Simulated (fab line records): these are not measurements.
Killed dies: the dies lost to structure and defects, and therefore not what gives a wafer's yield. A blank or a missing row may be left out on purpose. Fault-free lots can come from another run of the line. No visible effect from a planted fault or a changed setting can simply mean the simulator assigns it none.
fab line records ; flow ritCmos ; part 1 of 2: steps 1 to 29 of 30
record: lots: 5; wafers: 23
route steps=202 shown ACTIVE@2 NWELL@29 PRETRO@65 GATE@87 M1@202
startH: start of the lot's first displayed wafer, in hours after the record's first day ; waitH: time in hours since the lot's previous step ; " as in the row above ; L1.1+2: one row covering several wafers at once ; - either no value or no given start ; * or withheld: withheld ; < > ~ a bound
route shown NAME@n: names a module that has steps shown in the file, with the first one's number in the route ; usual: mean and standard deviation over wafers with no fault ; same: alike in all rows ; chamber/n: place in a boat ; sites: readings site by site ; _std_site: their standard deviation ; _edge_site: outer sites' mean less inner sites' ; radiusMm: how far each site lies from the wafer's centre ; mask NAME#n: copy n ; behind: the most recent tool/chamber to have shaped the wafer ; hold: why the lot was held/for how many hours/how that ended ; device: transistor that didn't switch, given as n, p or np ; end of line: at the end of the route, the tests of the same wafers ; where a step has no rows: the recipe by itself ; killed: dies lost to structure and defects at the first sort, not the wafer's yield ; map: the dies of a wafer, with x for killed, . for not killed, _ for no die there
set.NAME: the setting as run; set.NAME@STEP: as run at that earlier step ; model.NAME: the simulator's own value behind a step, which no gauge read
lots with deliberately changed settings; one table per step, one row per wafer
== steps ==
step: RIT_ACTIVE_OXIDATION_01
recipe: tempC: 1000; ambient: O2; targetThkA: 468; oxTimeS: 3360
lot.wafer;tool;chamber;startH;waitH;set.oxTimeS;model.SiO2_of_ACTIVE_OXIDATION_01.thkNm
L074.1;-;-;-;0.1;3597;48.5
L074.3;-;-;-;0.1;3597;49.17
L074.4;-;-;-;0.1;3597;49.45
L074.5;-;-;-;0.1;3597;49.12
L074.6;-;-;-;0.1;3597;48.99
L075.3;furnace-04;0;16.20;1.1;3360;47.12
L075.5;furnace-04;0;16.20;1.1;3360;46.52
L075.6;furnace-04;0;16.20;1.1;3360;46.53
L081.1;-;-;-;2.1;3035;42.77
L081.2;-;-;-;2.1;3035;43.69
L081.3;-;-;-;2.1;3035;42.3
L081.5;-;-;-;2.1;3035;43.16
L081.6;-;-;-;2.1;3035;43.42
L083.1;-;-;-;3.1;3590;48.01
L083.2;-;-;-;3.1;3590;48.84
L083.3;-;-;-;3.1;3590;48.75
L083.4;-;-;-;3.1;3590;48.89
L083.5;-;-;-;3.1;3590;48.93
L085.2;-;-;-;2.5;3360;46.32
L085.3;-;-;-;2.5;3360;46.87
L085.4;-;-;-;2.5;3360;47.19
L085.5;-;-;-;2.5;3360;45.97
L085.6;-;-;-;2.5;3360;46.7
step: RIT_ACTIVE_THK_MEAS_02
recipe: reads: SiO2_of_ACTIVE_OXIDATION_01
usual: ACTIVE_OXIDE_THK: 46.8/0.66
lot.wafer;tool;chamber;startH;waitH;set.oxTimeS@ACTIVE_OXIDATION_01;ACTIVE_OXIDE_THK[nm]
L074.1;filmMetro-03;-;-;-;3597;48.5
L074.3;filmMetro-03;-;-;-;3597;49.2
L074.4;filmMetro-03;-;-;-;3597;49.4
L074.5;filmMetro-03;-;-;-;3597;49.1
L074.6;filmMetro-03;-;-;-;3597;49.0
L075.3;filmMetro-02;-;18.15;0.0;3360;47.2
L075.5;filmMetro-02;-;18.15;0.0;3360;46.5
L075.6;filmMetro-02;-;18.15;0.0;3360;46.5
L081.1;filmMetro-02;-;-;-;3035;42.7
L081.2;filmMetro-02;-;-;-;3035;43.7
L081.3;filmMetro-02;-;-;-;3035;42.3
L081.5;filmMetro-02;-;-;-;3035;43.2
L081.6;filmMetro-02;-;-;-;3035;43.4
L083.1;filmMetro-01;-;-;-;3590;48.0
L083.2;filmMetro-01;-;-;-;3590;48.9
L083.3;filmMetro-01;-;-;-;3590;48.7
L083.4;filmMetro-01;-;-;-;3590;48.9
L083.5;filmMetro-01;-;-;-;3590;48.9
L085.2;filmMetro-03;-;-;-;3360;46.3
L085.3;filmMetro-03;-;-;-;3360;46.9
L085.4;filmMetro-03;-;-;-;3360;47.2
L085.5;filmMetro-03;-;-;-;3360;46.0
L085.6;filmMetro-03;-;-;-;3360;46.7
step: RIT_ACTIVE_EXPOSE_08
recipe: maskId: M1; na: 0.6; sourceShape: conventional; sigmaOuter: 0.6; targetCdNm: 1400; doseMj: 225
lot.wafer;tool;chamber;startH;waitH;mask;set.doseMj
L074.1+3+5;ilineStepper-02;0;14.75;0.1;M1#0;230.5
L074.4+6;ilineStepper-02;0;14.75;0.1;M1#0;225
L075.3+5+6;ilineStepper-01;0;20.28;0.2;M1#0;225
L081.1+3+5;ilineStepper-01;0;51.78;0.1;M1#0;225
L081.2+6;ilineStepper-01;0;51.78;0.1;M1#0;233.3
L083.1+2;ilineStepper-02;0;62.19;0.2;M1#0;225
L083.3+4+5;ilineStepper-02;0;62.19;0.2;M1#0;235.9
L085.2+3+4;ilineStepper-01;0;71.48;0.1;M1#0;214.7
L085.5+6;ilineStepper-01;0;71.48;0.1;M1#0;225
step: RIT_ACTIVE_PEB_09
recipe: resist: NOVOLAK; tempC: withheld; timeS: withheld
step: RIT_ACTIVE_DEVELOP_10
recipe: resist: NOVOLAK; developTimeS: 50; devTempC: 23
step: RIT_ACTIVE_CD_MEAS_11
recipe: targetCdNm: 1400
usual: cdNm: 1399.7/1.6
lot.wafer;tool;chamber;startH;waitH;set.doseMj@ACTIVE_EXPOSE_08;cdNm
L074.1;cdSem-02;-;15.15;-;230.5;1394.5
L074.3;cdSem-02;-;15.15;-;230.5;1393.1
L074.4;cdSem-02;-;15.15;-;225;1400.0
L074.5;cdSem-02;-;15.15;-;230.5;1393.4
L074.6;cdSem-02;-;15.15;-;225;1398.8
L075.3;cdSem-01;-;20.69;-;225;1399.4
L075.5;cdSem-01;-;20.69;-;225;1400.9
L075.6;cdSem-01;-;20.69;-;225;1398.5
L081.1;cdSem-02;-;52.18;-;225;1398.7
L081.2;cdSem-02;-;52.18;-;233.3;1390.6
L081.3;cdSem-02;-;52.18;-;225;1400.0
L081.5;cdSem-02;-;52.18;-;225;1400.4
L081.6;cdSem-02;-;52.18;-;233.3;1388.3
L083.1;cdSem-01;-;62.59;-;225;1399.6
L083.2;cdSem-01;-;62.59;-;225;1397.7
L083.3;cdSem-01;-;62.59;-;235.9;1384.2
L083.4;cdSem-01;-;62.59;-;235.9;1385.1
L083.5;cdSem-01;-;62.59;-;235.9;1387.2
L085.2;cdSem-02;-;72.05;-;214.7;1413.3
L085.3;cdSem-02;-;72.05;-;214.7;1412.6
L085.4;cdSem-02;-;72.05;-;214.7;1410.5
L085.5;cdSem-02;-;72.05;-;225;1398.9
L085.6;cdSem-02;-;72.05;-;225;1400.8
step: RIT_ACTIVE_HARDBAKE_12
recipe: resist: NOVOLAK; tempC: 140; timeS: 60
lot.wafer;tool;chamber;startH;waitH;set.tempC
L074.1+6;lithoTrack-01;0;15.27;0.1;141.3
L074.3+4+5;lithoTrack-01;0;15.27;0.1;140
L075.3+5+6;lithoTrack-04;0;20.82;0.1;140
L081.1+6;lithoTrack-03;0;52.30;0.1;142.3
L081.2+3+5;lithoTrack-03;0;52.30;0.1;140
L083.1+2+3+4+5;lithoTrack-03;0;62.71;0.1;140
L085.2+3+4+5+6;lithoTrack-01;0;72.32;0.2;140
step: RIT_ACTIVE_ETCH_13
recipe: stopOn: SiO2; chemistry: SF6; target: Si3N4; timeS: 210; overEtchFrac: 0.4; SF6_flow_sccm: 200; pressureMtorr: 260; rfW: 125; targetDepthA: 2100
lot.wafer;tool;chamber;startH;waitH;set.doseMj@ACTIVE_EXPOSE_08;model.ACTIVE.cdNm
L074.1;rieDiel-01;2;15.42;0.1;230.5;1394
L074.3+5;rieDiel-01;1,3;15.42;0.1;230.5;1393
L074.4;rieDiel-01;3;15.42;0.1;225;1400
L074.6;rieDiel-01;2;15.42;0.1;225;1399
L075.3;rieDiel-04;1;20.92;0.1;225;1399
L075.5;rieDiel-04;1;20.92;0.1;225;1401
L075.6;rieDiel-04;0;20.92;0.1;225;1398
L081.1;rieDiel-04;0;52.45;0.1;225;1399
L081.2;rieDiel-04;1;52.45;0.1;233.3;-
L081.3+5;rieDiel-04;3,2;52.45;0.1;225;1400
L081.6;rieDiel-04;3;52.45;0.1;233.3;1389
L083.1;rieDiel-04;3;62.86;0.1;225;1399
L083.2;rieDiel-04;0;62.86;0.1;225;1398
L083.3;rieDiel-04;0;62.86;0.1;235.9;1384
L083.4;rieDiel-04;3;62.86;0.1;235.9;1385
L083.5;rieDiel-04;3;62.86;0.1;235.9;1387
L085.2+3;rieDiel-02;0,2;72.44;0.1;214.7;1413
L085.4;rieDiel-02;3;72.44;0.1;214.7;1410
L085.5;rieDiel-02;2;72.44;0.1;225;1399
L085.6;rieDiel-02;3;72.44;0.1;225;1401
step: RIT_ACTIVE_STRIP_14
recipe: chemistry: O2; timeS: 180; resist: NOVOLAK; platenTempC: withheld; powerW: 500; pressureMtorr: 4000; o2FlowSccm: 4000
step: RIT_ACTIVE_CD_MEAS_90
recipe: targetCdNm: 1400
usual: cdNm: 1399.6/1.7
lot.wafer;tool;chamber;startH;waitH;set.doseMj@ACTIVE_EXPOSE_08;cdNm
L074.1;cdSem-02;-;15.73;0.1;230.5;1394.1
L074.3;cdSem-02;-;15.73;0.1;230.5;1393.5
L074.4;cdSem-02;-;15.73;0.1;225;1400.2
L074.5;cdSem-02;-;15.73;0.1;230.5;1393.2
L074.6;cdSem-02;-;15.73;0.1;225;1398.8
L075.3;cdSem-01;-;21.26;0.1;225;1399.4
L075.5;cdSem-01;-;21.26;0.1;225;1400.8
L075.6;cdSem-01;-;21.26;0.1;225;1398.3
L081.1;cdSem-02;-;52.75;0.1;225;1398.9
L081.2;cdSem-02;-;52.75;0.1;233.3;1390.8
L081.3;cdSem-02;-;52.75;0.1;225;1400.0
L081.5;cdSem-02;-;52.75;0.1;225;1400.4
L081.6;cdSem-02;-;52.75;0.1;233.3;1389.2
L083.1;cdSem-02;-;63.23;0.1;225;1399.2
L083.2;cdSem-02;-;63.23;0.1;225;1397.9
L083.3;cdSem-02;-;63.23;0.1;235.9;1384.2
L083.4;cdSem-02;-;63.23;0.1;235.9;1385.2
L083.5;cdSem-02;-;63.23;0.1;235.9;1387.1
L085.2;cdSem-02;-;72.81;0.1;214.7;1413.3
L085.3;cdSem-02;-;72.81;0.1;214.7;1412.4
L085.4;cdSem-02;-;72.81;0.1;214.7;1410.4
L085.5;cdSem-02;-;72.81;0.1;225;1398.5
L085.6;cdSem-02;-;72.81;0.1;225;1400.6
step: RIT_NWELL_COAT_01
recipe: resist: NOVOLAK; spinRpm: 2000; resistThkNm: 1300
lot.wafer;tool;chamber;startH;waitH;set.spinRpm;model.NOVOLAK_of_NWELL_COAT_01.thkNm
L074.1+6;lithoTrack-02;0;20.60;0.1;1862;1351
L074.3;lithoTrack-02;0;20.60;0.1;1862;1354
L074.4;lithoTrack-02;0;20.60;0.1;2000;1308
L074.5;lithoTrack-02;0;20.60;0.1;2000;1310
L075.3;lithoTrack-04;0;26.67;0.1;2000;1298
L075.5;lithoTrack-04;0;26.67;0.1;2000;1297
L075.6;lithoTrack-04;0;26.67;0.1;2000;1300
L081.1+2;lithoTrack-02;0;59.42;0.1;2081;1273
L081.3;lithoTrack-02;0;59.42;0.1;2000;1299
L081.5;lithoTrack-02;0;59.42;0.1;2000;1300
L081.6;lithoTrack-02;0;59.42;0.1;2081;1274
L083.1+3;lithoTrack-04;0;72.06;0.1;2000;1298
L083.2;lithoTrack-04;0;72.06;0.1;1944;1319
L083.4;lithoTrack-04;0;72.06;0.1;1944;1317
L083.5;lithoTrack-04;0;72.06;0.1;2000;1297
L085.2+3;lithoTrack-02;0;77.28;0.1;2000;1296
L085.4;lithoTrack-02;0;77.28;0.1;2090;1271
L085.5;lithoTrack-02;0;77.28;0.1;2090;1270
L085.6;lithoTrack-02;0;77.28;0.1;2090;1272
step: RIT_NWELL_SOFTBAKE_02
recipe: resist: NOVOLAK; tempC: 90; timeS: 60
step: RIT_NWELL_EXPOSE_03
recipe: maskId: M2; na: 0.57; targetCdNm: 43900; doseMj: 250
step: RIT_NWELL_DEVELOP_05
recipe: resist: NOVOLAK; developTimeS: 68; devTempC: 23
step: RIT_NWELL_HARDBAKE_07
recipe: resist: NOVOLAK; tempC: 140; timeS: 120
lot.wafer;tool;chamber;startH;waitH;set.spinRpm@NWELL_COAT_01;model.NOVOLAK_of_NWELL_COAT_01.thkNm
L074.1+6;lithoTrack-02;0;21.49;0.0;1862;1181
L074.3;lithoTrack-02;0;21.49;0.0;1862;1183
L074.4;lithoTrack-02;0;21.49;0.0;2000;1144
L074.5;lithoTrack-02;0;21.49;0.0;2000;1146
L075.3;lithoTrack-02;0;27.47;0.1;2000;1135
L075.5;lithoTrack-02;0;27.47;0.1;2000;1134
L075.6;lithoTrack-02;0;27.47;0.1;2000;1136
L081.1;lithoTrack-04;0;60.43;0.0;2081;1113
L081.2;lithoTrack-04;0;60.43;0.0;2081;1114
L081.3+5;lithoTrack-04;0;60.43;0.0;2000;1136
L081.6;lithoTrack-04;0;60.43;0.0;2081;1115
L083.1;lithoTrack-04;0;72.87;0.0;2000;1136
L083.2;lithoTrack-04;0;72.87;0.0;1944;1153
L083.3;lithoTrack-04;0;72.87;0.0;2000;1135
L083.4;lithoTrack-04;0;72.87;0.0;1944;1151
L083.5;lithoTrack-04;0;72.87;0.0;2000;1134
L085.2;lithoTrack-03;0;78.19;0.1;2000;1133
L085.3;lithoTrack-03;0;78.19;0.1;2000;1134
L085.4;lithoTrack-03;0;78.19;0.1;2090;1112
L085.5;lithoTrack-03;0;78.19;0.1;2090;1111
L085.6;lithoTrack-03;0;78.19;0.1;2090;1113
step: RIT_PRETRO_COAT_01
recipe: resist: NOVOLAK; spinRpm: 2000; resistThkNm: 1300
lot.wafer;tool;chamber;startH;waitH;set.resistThkNm;model.NOVOLAK_of_PRETRO_COAT_01.thkNm
L074.1+6;lithoTrack-01;0;31.11;0.1;1300;1304
L074.3+4;lithoTrack-01;0;31.11;0.1;1300;1303
L074.5;lithoTrack-01;0;31.11;0.1;1300;1307
L075.3;lithoTrack-01;0;36.77;0.1;1300;1307
L075.5;lithoTrack-01;0;36.77;0.1;1300;1303
L075.6;lithoTrack-01;0;36.77;0.1;1300;1298
L081.1;lithoTrack-03;0;73.18;0.1;1232;1229
L081.2;lithoTrack-03;0;73.18;0.1;1232;1228
L081.3;lithoTrack-03;0;73.18;0.1;1300;1297
L081.5;lithoTrack-03;0;73.18;0.1;1232;1230
L081.6;lithoTrack-03;0;73.18;0.1;1300;1296
L083.1;lithoTrack-04;0;84.20;0.1;1254;1252
L083.2;lithoTrack-04;0;84.20;0.1;1300;1301
L083.3;lithoTrack-04;0;84.20;0.1;1300;1298
L083.4;lithoTrack-04;0;84.20;0.1;1300;1295
L083.5;lithoTrack-04;0;84.20;0.1;1254;1250
L085.2+5;lithoTrack-01;0;89.29;0.1;1351;1352
L085.3;lithoTrack-01;0;89.29;0.1;1300;1304
L085.4;lithoTrack-01;0;89.29;0.1;1300;1302
L085.6;lithoTrack-01;0;89.29;0.1;1351;1350
step: RIT_PRETRO_SOFTBAKE_02
recipe: resist: NOVOLAK; tempC: 90; timeS: 60
step: RIT_PRETRO_EXPOSE_03
recipe: maskId: M5; na: 0.57; targetCdNm: 43700; doseMj: 250
step: RIT_PRETRO_DEVELOP_05
recipe: resist: NOVOLAK; developTimeS: 66.21; devTempC: 23
step: RIT_PRETRO_HARDBAKE_07
recipe: resist: NOVOLAK; tempC: 140; timeS: 120
lot.wafer;tool;chamber;startH;waitH;set.resistThkNm@PRETRO_COAT_01;model.NOVOLAK_of_PRETRO_COAT_01.thkNm
L074.1+3+6;lithoTrack-01;0;31.92;0.0;1300;1140
L074.4;lithoTrack-01;0;31.92;0.0;1300;1139
L074.5;lithoTrack-01;0;31.92;0.0;1300;1143
L075.3;lithoTrack-04;0;37.60;0.1;1300;1143
L075.5;lithoTrack-04;0;37.60;0.1;1300;1139
L075.6;lithoTrack-04;0;37.60;0.1;1300;1135
L081.1+5;lithoTrack-03;0;74.21;0.3;1232;1076
L081.2;lithoTrack-03;0;74.21;0.3;1232;1075
L081.3;lithoTrack-03;0;74.21;0.3;1300;1135
L081.6;lithoTrack-03;0;74.21;0.3;1300;1133
L083.1;lithoTrack-03;0;85.15;0.0;1254;1095
L083.2;lithoTrack-03;0;85.15;0.0;1300;1138
L083.3;lithoTrack-03;0;85.15;0.0;1300;1135
L083.4;lithoTrack-03;0;85.15;0.0;1300;1133
L083.5;lithoTrack-03;0;85.15;0.0;1254;1094
L085.2+5;lithoTrack-04;0;90.07;0.1;1351;1182
L085.3;lithoTrack-04;0;90.07;0.1;1300;1140
L085.4;lithoTrack-04;0;90.07;0.1;1300;1139
L085.6;lithoTrack-04;0;90.07;0.1;1351;1180
step: RIT_GATE_COAT_11
recipe: resist: NOVOLAK; spinRpm: 4250; resistThkNm: 850
lot.wafer;tool;chamber;startH;waitH;set.resistThkNm;model.NOVOLAK_of_GATE_COAT_11.thkNm
L074.1;lithoTrack-04;0;38.01;0.1;850;851.6
L074.3;lithoTrack-04;0;38.01;0.1;832.4;831.3
L074.4;lithoTrack-04;0;38.01;0.1;850;849.1
L074.5;lithoTrack-04;0;38.01;0.1;832.4;833.5
L074.6;lithoTrack-04;0;38.01;0.1;850;852
L075.3;lithoTrack-02;0;48.55;0.1;850;854.7
L075.5;lithoTrack-02;0;48.55;0.1;850;853.9
L075.6;lithoTrack-02;0;48.55;0.1;850;852.6
L081.1;lithoTrack-04;0;79.96;0.1;850;845.2
L081.2;lithoTrack-04;0;79.96;0.1;876.4;873.1
L081.3;lithoTrack-04;0;79.96;0.1;876.4;872.1
L081.5;lithoTrack-04;0;79.96;0.1;850;849.8
L081.6;lithoTrack-04;0;79.96;0.1;876.4;872.9
L083.1;lithoTrack-03;0;95.82;0.1;850;848.8
L083.2;lithoTrack-03;0;95.82;0.1;850;847.9
L083.3;lithoTrack-03;0;95.82;0.1;850;847.2
L083.4;lithoTrack-03;0;95.82;0.1;850;847.4
L083.5;lithoTrack-03;0;95.82;0.1;850;845.3
L085.2;lithoTrack-04;0;98.49;0.1;850;848.7
L085.3;lithoTrack-04;0;98.49;0.1;803.5;802.9
L085.4;lithoTrack-04;0;98.49;0.1;803.5;801.3
L085.5;lithoTrack-04;0;98.49;0.1;803.5;801.8
L085.6;lithoTrack-04;0;98.49;0.1;850;848.6
step: RIT_GATE_EXPOSE_13
recipe: maskId: M6; na: 0.6; sourceShape: conventional; sigmaOuter: 0.6; targetCdNm: 150; doseMj: 380
lot.wafer;tool;chamber;startH;waitH;mask;set.doseMj
L074.1+3+6;ilineStepper-02;0;38.45;0.3;M6#0;380
L074.4+5;ilineStepper-02;0;38.45;0.3;M6#0;358.4
L075.3+5+6;ilineStepper-02;0;48.84;0.1;M6#0;380
L081.1+3+5;ilineStepper-02;0;80.50;0.4;M6#0;380
L081.2+6;ilineStepper-02;0;80.50;0.4;M6#0;394.9
L083.1+2+4;ilineStepper-02;0;96.33;0.3;M6#0;380
L083.3+5;ilineStepper-02;0;96.33;0.3;M6#0;354
L085.2+4+5;ilineStepper-02;0;98.91;0.2;M6#0;398
L085.3+6;ilineStepper-02;0;98.91;0.2;M6#0;380
step: RIT_GATE_PEB_14
recipe: resist: NOVOLAK; tempC: withheld; timeS: withheld
step: RIT_GATE_DEVELOP_15
recipe: resist: NOVOLAK; developTimeS: 50; devTempC: 24.2
lot.wafer;tool;chamber;startH;waitH;set.doseMj@GATE_EXPOSE_13;model.GATE.cdNm
L074.1;lithoTrack-02;0;-;-;380;151.8
L074.3;lithoTrack-02;0;-;-;380;149.2
L074.4;lithoTrack-02;0;-;-;358.4;178.5
L074.5;lithoTrack-02;0;-;-;358.4;179.3
L074.6;lithoTrack-02;0;-;-;380;150.2
L075.3;lithoTrack-04;0;-;-;380;150.8
L075.5;lithoTrack-04;0;-;-;380;149
L075.6;lithoTrack-04;0;-;-;380;149.5
L081.1;lithoTrack-03;0;-;-;380;147
L081.2+6;lithoTrack-03;0;-;-;394.9;133.2
L081.3;lithoTrack-03;0;-;-;380;152.2
L081.5;lithoTrack-03;0;-;-;380;149.9
L083.1;lithoTrack-02;0;-;-;380;148.3
L083.2;lithoTrack-02;0;-;-;380;146.2
L083.3;lithoTrack-02;0;-;-;354;185.1
L083.4;lithoTrack-02;0;-;-;380;149.5
L083.5;lithoTrack-02;0;-;-;354;182.5
L085.2;lithoTrack-04;0;-;-;398;123.8
L085.3;lithoTrack-04;0;-;-;380;137.3
L085.4;lithoTrack-04;0;-;-;398;113
L085.5;lithoTrack-04;0;-;-;398;117.1
L085.6;lithoTrack-04;0;-;-;380;147
step: RIT_GATE_CD_MEAS_16
recipe: targetCdNm: 150
usual: cdNm: 149.5/2.7
lot.wafer;tool;chamber;startH;waitH;set.doseMj@GATE_EXPOSE_13;cdNm
L074.1;cdSem-01;-;38.85;-;380;152.0
L074.3;cdSem-01;-;38.85;-;380;149.1
L074.4;cdSem-01;-;38.85;-;358.4;178.3
L074.5;cdSem-01;-;38.85;-;358.4;179.4
L074.6;cdSem-01;-;38.85;-;380;150.3
L075.3;cdSem-01;-;49.24;-;380;151.1
L075.5;cdSem-01;-;49.24;-;380;149.0
L075.6;cdSem-01;-;49.24;-;380;149.3
L081.1;cdSem-02;-;80.90;-;380;147.1
L081.2;cdSem-02;-;80.90;-;394.9;132.9
L081.3;cdSem-02;-;80.90;-;380;151.8
L081.5;cdSem-02;-;80.90;-;380;150.1
L081.6;cdSem-02;-;80.90;-;394.9;132.9
L083.1;cdSem-01;-;96.73;-;380;148.2
L083.2;cdSem-01;-;96.73;-;380;146.0
L083.3;cdSem-01;-;96.73;-;354;185.3
L083.4;cdSem-01;-;96.73;-;380;149.4
L083.5;cdSem-01;-;96.73;-;354;182.3
L085.2;cdSem-01;-;99.31;-;398;123.6
L085.3;cdSem-01;-;99.31;-;380;137.1
L085.4;cdSem-01;-;99.31;-;398;112.8
L085.5;cdSem-01;-;99.31;-;398;117.1
L085.6;cdSem-01;-;99.31;-;380;147.1
step: RIT_GATE_HARDBAKE_18
recipe: resist: NOVOLAK; tempC: 140; timeS: 60
lot.wafer;tool;chamber;startH;waitH;set.resistThkNm@GATE_COAT_11;model.NOVOLAK_of_GATE_COAT_11.thkNm
L074.1;lithoTrack-02;0;39.01;0.0;850;753.8
L074.3;lithoTrack-02;0;39.01;0.0;832.4;736.1
L074.4;lithoTrack-02;0;39.01;0.0;850;751.7
L074.5;lithoTrack-02;0;39.01;0.0;832.4;738.1
L074.6;lithoTrack-02;0;39.01;0.0;850;754.3
L075.3;lithoTrack-03;0;49.41;0.1;850;756.6
L075.5;lithoTrack-03;0;49.41;0.1;850;755.8
L075.6;lithoTrack-03;0;49.41;0.1;850;754.7
L081.1;lithoTrack-02;0;81.05;0.0;850;748.3
L081.2;lithoTrack-02;0;81.05;0.0;876.4;772.7
L081.3;lithoTrack-02;0;81.05;0.0;876.4;771.9
L081.5;lithoTrack-02;0;81.05;0.0;850;752.3
L081.6;lithoTrack-02;0;81.05;0.0;876.4;772.6
L083.1;lithoTrack-02;0;96.89;0.0;850;751.5
L083.2;lithoTrack-02;0;96.89;0.0;850;750.6
L083.3;lithoTrack-02;0;96.89;0.0;850;750
L083.4;lithoTrack-02;0;96.89;0.0;850;750.2
L083.5;lithoTrack-02;0;96.89;0.0;850;748.4
L085.2;lithoTrack-02;0;99.47;0.0;850;751.4
L085.3;lithoTrack-02;0;99.47;0.0;803.5;711.3
L085.4;lithoTrack-02;0;99.47;0.0;803.5;709.9
L085.5;lithoTrack-02;0;99.47;0.0;803.5;710.3
L085.6;lithoTrack-02;0;99.47;0.0;850;751.3
step: RIT_GATE_ETCH_19
recipe: chemistry: SF6/CHF3/O2; timeS: 165; SF6_flow_sccm: 30; CHF3_flow_sccm: 30; O2_flow_sccm: 5; target: poly-Si; pressureMtorr: 40; rfW: 160; targetDepthA: 3125; overEtchFrac: 0.25; stopOn: SiO2
lot.wafer;tool;chamber;startH;waitH;set.resistThkNm@GATE_COAT_11;model.NOVOLAK_of_GATE_COAT_11.thkNm
L074.1;rieSi-01;3;39.16;0.1;850;673.5
L074.3;rieSi-01;2;39.16;0.1;832.4;651.2
L074.4;rieSi-01;0;39.16;0.1;850;671
L074.5;rieSi-01;3;39.16;0.1;832.4;658
L074.6;rieSi-01;2;39.16;0.1;850;669.1
L075.3;rieSi-02;3;49.51;0.1;850;674.2
L075.5;rieSi-02;2;49.51;0.1;850;670.8
L075.6;rieSi-02;1;49.51;0.1;850;671.9
L081.1;rieSi-02;2;81.20;0.1;850;662.4
L081.2;rieSi-02;0;81.20;0.1;876.4;689.7
L081.3;rieSi-02;1;81.20;0.1;876.4;689.8
L081.5;rieSi-02;1;81.20;0.1;850;669.6
L081.6;rieSi-02;0;81.20;0.1;876.4;689.6
L083.1+4;rieSi-02;1;97.04;0.1;850;668.4
L083.2;rieSi-02;2;97.04;0.1;850;665.2
L083.3;rieSi-02;3;97.04;0.1;850;667.3
L083.5;rieSi-02;2;97.04;0.1;850;663.1
L085.2;rieSi-02;2;99.59;0.1;850;666
L085.3;rieSi-02;3;99.59;0.1;803.5;627.6
L085.4;rieSi-02;1;99.59;0.1;803.5;626.6
L085.5;rieSi-02;2;99.59;0.1;803.5;624.1
L085.6;rieSi-02;3;99.59;0.1;850;668
step: RIT_GATE_STRIP_20
recipe: chemistry: O2; timeS: 180; resist: NOVOLAK; platenTempC: withheld; powerW: 500; pressureMtorr: 4000; o2FlowSccm: 4000
step: RIT_GATE_CD_MEAS_90
recipe: targetCdNm: 150
usual: cdNm: 149.5/2.7
lot.wafer;tool;chamber;startH;waitH;set.doseMj@GATE_EXPOSE_13;cdNm
L074.1;cdSem-02;-;39.44;0.1;380;152.1
L074.3;cdSem-02;-;39.44;0.1;380;148.7
L074.4;cdSem-02;-;39.44;0.1;358.4;178.2
L074.5;cdSem-02;-;39.44;0.1;358.4;179.2
L074.6;cdSem-02;-;39.44;0.1;380;150.2
L075.3;cdSem-02;-;49.83;0.1;380;150.8
L075.5;cdSem-02;-;49.83;0.1;380;149.1
L075.6;cdSem-02;-;49.83;0.1;380;149.5
L081.1;cdSem-02;-;81.49;0.1;380;147.4
L081.2;cdSem-02;-;81.49;0.1;394.9;133.1
L081.3;cdSem-02;-;81.49;0.1;380;152.5
L081.5;cdSem-02;-;81.49;0.1;380;150.4
L081.6;cdSem-02;-;81.49;0.1;394.9;133.5
L083.1;cdSem-02;-;97.32;0.1;380;148.3
L083.2;cdSem-02;-;97.32;0.1;380;146.3
L083.3;cdSem-02;-;97.32;0.1;354;185.1
L083.4;cdSem-02;-;97.32;0.1;380;149.7
L083.5;cdSem-02;-;97.32;0.1;354;182.0
L085.2;cdSem-01;-;99.90;0.1;398;123.9
L085.3;cdSem-01;-;99.90;0.1;380;137.4
L085.4;cdSem-01;-;99.90;0.1;398;113.2
L085.5;cdSem-01;-;99.90;0.1;398;116.9
L085.6;cdSem-01;-;99.90;0.1;380;147.1
== key ==
split: step: RIT_ACTIVE_OXIDATION_01; setting: oxTimeS; stated: 3360; by: lot
response: step: RIT_ACTIVE_OXIDATION_01; reading: model.SiO2_of_ACTIVE_OXIDATION_01.thkNm; change: +0.347; per: 1%; r: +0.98
response: step: RIT_ACTIVE_THK_MEAS_02; reading: ACTIVE_OXIDE_THK; change: +0.347; per: 1%; r: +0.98
split: step: RIT_ACTIVE_EXPOSE_08; setting: doseMj; stated: 225; by: wafer
response: step: RIT_ACTIVE_CD_MEAS_11; reading: cdNm; change: -2.69; per: 1%; r: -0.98
response: step: RIT_ACTIVE_ETCH_13; reading: model.ACTIVE.cdNm; change: -2.72; per: 1%; r: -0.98
response: step: RIT_ACTIVE_CD_MEAS_90; reading: cdNm; change: -2.67; per: 1%; r: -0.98
split: step: RIT_ACTIVE_HARDBAKE_12; setting: tempC; stated: 140; by: wafer
response none clear
split: step: RIT_NWELL_COAT_01; setting: spinRpm; stated: 2000; by: wafer
response: step: RIT_NWELL_COAT_01; reading: model.NOVOLAK_of_NWELL_COAT_01.thkNm; change: -6.19; per: 1%; r: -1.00
response: step: RIT_NWELL_HARDBAKE_07; reading: model.NOVOLAK_of_NWELL_COAT_01.thkNm; change: -5.33; per: 1%; r: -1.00
split: step: RIT_PRETRO_COAT_01; setting: resistThkNm; stated: 1300; by: wafer
response: step: RIT_PRETRO_COAT_01; reading: model.NOVOLAK_of_PRETRO_COAT_01.thkNm; change: +12.9; per: 1%; r: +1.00
response: step: RIT_PRETRO_HARDBAKE_07; reading: model.NOVOLAK_of_PRETRO_COAT_01.thkNm; change: +11.1; per: 1%; r: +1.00
split: step: RIT_GATE_COAT_11; setting: resistThkNm; stated: 850; by: wafer
response: step: RIT_GATE_COAT_11; reading: model.NOVOLAK_of_GATE_COAT_11.thkNm; change: +8.47; per: 1%; r: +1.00
response: step: RIT_GATE_HARDBAKE_18; reading: model.NOVOLAK_of_GATE_COAT_11.thkNm; change: +7.43; per: 1%; r: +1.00
response: step: RIT_GATE_ETCH_19; reading: model.NOVOLAK_of_GATE_COAT_11.thkNm; change: +7.56; per: 1%; r: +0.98
split: step: RIT_GATE_EXPOSE_13; setting: doseMj; stated: 380; by: wafer
response: step: RIT_GATE_DEVELOP_15; reading: model.GATE.cdNm; change: -5.02; per: 1%; r: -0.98
response: step: RIT_GATE_CD_MEAS_16; reading: cdNm; change: -5.03; per: 1%; r: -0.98
response: step: RIT_GATE_CD_MEAS_90; reading: cdNm; change: -5; per: 1%; r: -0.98
response: step: RIT_M1_PROBE_99; reading: model.etest.nmos_0p15.rOnOhmUm; change: -33.2; per: 1%; r: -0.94
response: step: RIT_M1_PROBE_99; reading: model.etest.pmosTurned.rOnOhmUm; change: -113; per: 1%; r: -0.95
response: step: RIT_M1_PROBE_99; reading: model.etest.pmos_0p15.rOnOhmUm; change: -114; per: 1%; r: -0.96
response: step: RIT_M1_PROBE_99; reading: model.etest.pmos_0p3.rOnOhmUm; change: -59.8; per: 1%; r: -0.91
response: step: RIT_M1_PROBE_99; reading: model.etest.ppolyLine.lineOhmUm; change: +8.6; per: 1%; r: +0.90
